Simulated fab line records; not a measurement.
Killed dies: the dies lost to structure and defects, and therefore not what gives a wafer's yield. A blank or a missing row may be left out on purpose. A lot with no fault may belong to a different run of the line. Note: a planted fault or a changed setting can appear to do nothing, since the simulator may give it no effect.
2 desks, one fault	flow berkeley-cmos170	every desk sees just its own numbers, and what lay behind them comes last

FROM THE METROLOGY DESK
What the gauges read for every lot (on any tool): the sampled wafers with a number, averaged. The brackets show how far a lot's mean lies from the usual mean; more than 4 standard deviations puts the lot out of limits, marked OUT.
Columns: A = FIELD_OXIDE_THK at UCB170_FIELD_THK_MEAS_02, usual 557 nm; B = FIELD_OXIDE_LEFT_2_THK at UCB170_FIELD_THK_MEAS_91, usual 352 nm; C = GATE_POLY_THK at UCB170_GATE_THK_MEAS_05, usual 215.0 nm
lot	first seen here	A	B	C
L367	day 4 22:29	542	336	212.0
L369	day 5 09:08	563	358	214.0
L370	day 5 09:09	560	355	217.1
L372	day 5 19:10	565	362	214.9
L373	day 6 00:51	556	350	213.1
L375	day 6 00:51	552	347	211.9
L374	day 6 00:55	559	352	210.3
L378	day 6 21:02	563	358	214.4
L382	day 7 18:48	549	344	213.8
L386	day 8 08:05	547	343	219.4
L388	day 8 22:19	562	359	215.9
L387	day 8 22:21	565	359	217.1
L389	day 9 10:29	566	362	215.6
L390	day 9 17:33	550	344	215.7
Finding of this desk: none of the 14 lots has anything out of limits.

AT THE TOOL OWNER'S DESK: rie-diel-03
The tool's own readings at UCB170_M1_ETCH_11 (etches BARC in N2/H2): means of the sampled wafers that have a number, for each lot that ran on this tool. The brackets show how far a lot's mean lies from the usual mean; more than 4 standard deviations puts the lot out of limits, marked OUT.
Columns: A = chamber-pressure-mTorr at UCB170_M1_ETCH_11, usual 30.002 mTorr; B = drypump-motor-current-A at UCB170_M1_ETCH_11, usual 5.5 A; C = oes-product-au at UCB170_M1_ETCH_11, usual 0.994 a.u.; D = throttle-valve-pct at UCB170_M1_ETCH_11, usual 13.33 %
lot	first seen here	A	B	C	D
L367	day 7 10:41	30.002	5.2	0.996	13.32
L374	day 8 14:32	29.993	5.6	1.014	13.24
L378	day 9 09:19	30.021	5.4	1.011	13.42
L386	day 11 00:55	35.995 (+99 or more) OUT	5.3	0.977	13.33
L387	day 11 15:01	35.999 (+99 or more) OUT	5.6	0.991	13.42
Finding of this desk: L386, L387 out of limits; the first was L386 at day 11 00:55, on chamber-pressure-mTorr at UCB170_M1_ETCH_11. In limits: L367, L374, L378.

PUT TOGETHER
The tool owner's desk could have raised an alarm at day 11 00:55, on L386, L387.
Metrology desk: nothing out of limits seen.
The metrology desk holds a record of L386, L387, inside its limits.
The lots listed all ran UCB170_M1_ETCH_11 on rie-diel-03.

WHAT THE SIMULATOR HAD INSERTED
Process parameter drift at UCB170_M1_ETCH_11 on rie-diel-03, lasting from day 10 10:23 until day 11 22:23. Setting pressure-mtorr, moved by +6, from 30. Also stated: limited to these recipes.
Struck lots among those shown: L386, L387.
Hours from the fault's start to each desk's first reading out of limits: the tool owner's desk, 15.
